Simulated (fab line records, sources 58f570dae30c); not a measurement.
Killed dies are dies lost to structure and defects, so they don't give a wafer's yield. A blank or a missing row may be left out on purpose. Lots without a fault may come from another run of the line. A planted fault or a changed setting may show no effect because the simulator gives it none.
One fault seen from 2 desks | flow berkeley_cmos170 | each desk has only its own numbers; what lay behind them comes last

THE TOOL OWNER'S DESK: plasma_asher-04
The tool's own readings at UCB170_NVT_STRIP_08 (strips in O2): means of the sampled wafers that have a number, for each lot that ran on this tool. A lot is out of limits, marked OUT, if its mean lies more than 4 standard deviations from the usual mean; the brackets give that distance.
Columns: A = drypump_motor_current_A at UCB170_NVT_STRIP_08, usual 5.32 A; B = oes_product_au at UCB170_NVT_STRIP_08, usual 0.735 a.u.; C = strip_time_to_endpoint_s at UCB170_NVT_STRIP_08, usual 21.64 s
lot  | first seen here | A    | B     | C
L539 | day 6 15:04     | 5.46 | 0.735 | 21.66
L541 | day 7 03:17     | 5.46 | 0.737 | 21.72
L544 | day 7 18:25     | 5.42 | 0.735 | 21.53
L547 | day 8 04:37     | 5.46 | 0.730 | 21.67
L552 | day 9 12:30     | 5.44 | 0.736 | 21.61
This desk's finding: nothing out of limits on any of the 5 lots.

THE METROLOGY DESK
What the gauges read, lot by lot, whatever tool the lot ran on: means of the sampled wafers that have a number. A lot is out of limits, marked OUT, if its mean lies more than 4 standard deviations from the usual mean; the brackets give that distance.
Columns: A = NSD_RS at UCB170_SDANNEAL_RS_MEAS_03, usual 37.12 ohm/sq
lot  | first seen here | A
L538 | day 8 02:26     | 37.13
L539 | day 8 02:39     | 37.04
L541 | day 8 08:53     | 37.14
L542 | day 8 09:20     | 37.00
L540 | day 8 09:24     | 37.08
L544 | day 9 05:04     | 37.15
L543 | day 9 05:31     | 37.10
L545 | day 9 05:44     | 37.04
L547 | day 9 15:15     | 37.21
L550 | day 10 05:37    | 37.15
L552 | day 11 02:35    | 37.11
L555 | day 11 15:50    | 37.08
L558 | day 12 08:40    | 37.23
L560 | day 12 22:25    | 37.14
This desk's finding: nothing out of limits on any of the 14 lots.

PUT TOGETHER
The tool owner's desk saw nothing out of limits.
The metrology desk saw nothing out of limits.

WHAT THE SIMULATOR HAD PUT IN
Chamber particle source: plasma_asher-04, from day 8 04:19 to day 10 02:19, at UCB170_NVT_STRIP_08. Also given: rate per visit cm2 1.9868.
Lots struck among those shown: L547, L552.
